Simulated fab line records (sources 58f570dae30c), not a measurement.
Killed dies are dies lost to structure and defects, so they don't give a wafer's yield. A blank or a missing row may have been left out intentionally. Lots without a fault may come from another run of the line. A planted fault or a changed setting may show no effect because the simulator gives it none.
Which tool was responsible? || flow berkeley cmos170 || Sampling: 7 lots, 21 wafers, 2 of 331 route steps

== WHAT THE GAUGES SHOWED, per wafer ==
UCB170_NWELL_THK_MEAS_02.
{"lot": "L796", "measured": "day 2 06:37", "on": "film metro-01", "NWELL_OXIDE_THK (nm)": "25.1 24.7 24.5"}
{"lot": "L799", "measured": "day 3 07:11", "on": "film metro-04", "NWELL_OXIDE_THK (nm)": "26.1 26.2 26.1"}
{"lot": "L803", "measured": "day 3 20:11", "on": "film metro-04", "NWELL_OXIDE_THK (nm)": "27.6 27.7 27.4"}
{"lot": "L805", "measured": "day 4 06:09", "on": "film metro-04", "NWELL_OXIDE_THK (nm)": "26.9 27.0 26.7"}
{"lot": "L810", "measured": "day 5 20:47", "on": "film metro-01", "NWELL_OXIDE_THK (nm)": "39.6 40.3 39.9"}
{"lot": "L814", "measured": "day 6 10:56", "on": "film metro-01", "NWELL_OXIDE_THK (nm)": "25.2 25.2 25.3"}
{"lot": "L816", "measured": "day 6 18:56", "on": "film metro-04", "NWELL_OXIDE_THK (nm)": "25.5 26.0 25.3"}

== EACH LOT AND THE TOOL THAT RAN IT (in order: tool; ch and the chambers of the sampled wafers; start) ==
{"lot": "L796", "UCB170_NWELL_OXIDATION_01": "furnace-04 ch 0, day 2 05:12"}
{"lot": "L799", "UCB170_NWELL_OXIDATION_01": "furnace-01 ch 0, day 3 05:50"}
{"lot": "L803", "UCB170_NWELL_OXIDATION_01": "furnace-02 ch 0, day 3 18:49"}
{"lot": "L805", "UCB170_NWELL_OXIDATION_01": "furnace-04 ch 0, day 4 04:47"}
{"lot": "L810", "UCB170_NWELL_OXIDATION_01": "furnace-02 ch 0, day 5 14:35"}
{"lot": "L814", "UCB170_NWELL_OXIDATION_01": "furnace-01 ch 0, day 6 09:34"}
{"lot": "L816", "UCB170_NWELL_OXIDATION_01": "furnace-01 ch 0, day 6 17:35"}
- UCB170_NWELL_OXIDATION_01: target thk 26.4 nm, ox time 1260 s.

== THE ANSWER, worked out from the rows above alone ==
Rule: what is usual is taken from the lots themselves. Put in order of their means at a reading, lots are off if they are a third of the lots or fewer, leave a main group of 4 or more, and stand apart from it by a gap of 3 or more times the standard deviation of the main group's means; of several such gaps the widest counts. A main group whose means are all the same, to the digits that the tables above print for the reading, isn't used. Also off: a lot with no number at a reading for which 4 or more lots have one. Where the step has rows for the other lots, those lots are counted as sound.
Off: at UCB170_NWELL_THK_MEAS_02 (NWELL_OXIDE_THK), L810. Main group: mean 26.0 nm, sd 0.96.
A tool fits if, at a process step before that reading, it ran every lot that is off, and no sound lot after the first of them. Gauges at UCB170_NWELL_THK_MEAS_02: tried the same way as those tools. One fits: furnace-02 at UCB170_NWELL_OXIDATION_01. A fault onset in the window from L803 (day 3 18:49, its last sound lot) to L810 (day 5 14:35, its first lot off) fits.

== WHAT THE SIMULATOR HAD INSERTED ==
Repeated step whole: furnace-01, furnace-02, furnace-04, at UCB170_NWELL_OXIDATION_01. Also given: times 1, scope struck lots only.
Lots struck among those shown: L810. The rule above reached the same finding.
